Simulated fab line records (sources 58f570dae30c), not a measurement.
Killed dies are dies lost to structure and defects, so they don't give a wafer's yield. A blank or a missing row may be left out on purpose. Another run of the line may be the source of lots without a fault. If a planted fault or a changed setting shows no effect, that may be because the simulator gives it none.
Which of the tools did it? ; flow berkeley_cmos170 ; 21 wafers sampled from 7 lots at 1 step of a route of 331

== WHAT THE GAUGES READ, wafer by wafer ==
UCB170_PWELL_THK_MEAS_03.
lot;measured;on;PWELL_OXIDE_THK (nm)
L503;day 3 08:26;film_metro-02;25.4 25.8 25.5
L505;day 4 01:04;film_metro-03;25.4 26.0 26.0
L513;day 5 10:13;film_metro-04;26.3 26.1 26.2
L515;day 5 19:02;film_metro-02;26.6 26.5 25.9
L517;day 6 12:14;film_metro-03;25.5 26.2 25.4
L521;day 7 09:58;film_metro-02;25.8 25.8 25.8
L522;day 7 18:01;film_metro-04;26.1 25.8 26.2

== TOOL THAT RAN EACH LOT (tool first, then ch and the chambers of the sampled wafers, then the start) ==
Before these readings, the record contains no process step.

== THE ANSWER, worked out from the rows above alone ==
Rule: what is usual is taken from the lots themselves. Put in order of their means at a reading, lots are off if they are a third of the lots or fewer, leave a main group of 4 or more, and stand apart from it by a gap of 3 or more times the standard deviation of the main group's means; of several such gaps the widest counts. A main group is skipped when, at the precision printed for the reading in the tables above, its means are all equal. A lot without any number at a reading at which 4 lots or more have one is off too. The other lots that the step has rows for count as sound.
Across all readings shown, no lot is off: no conclusion can be drawn from this.

== WHAT HAD BEEN PUT IN BY THE SIMULATOR ==
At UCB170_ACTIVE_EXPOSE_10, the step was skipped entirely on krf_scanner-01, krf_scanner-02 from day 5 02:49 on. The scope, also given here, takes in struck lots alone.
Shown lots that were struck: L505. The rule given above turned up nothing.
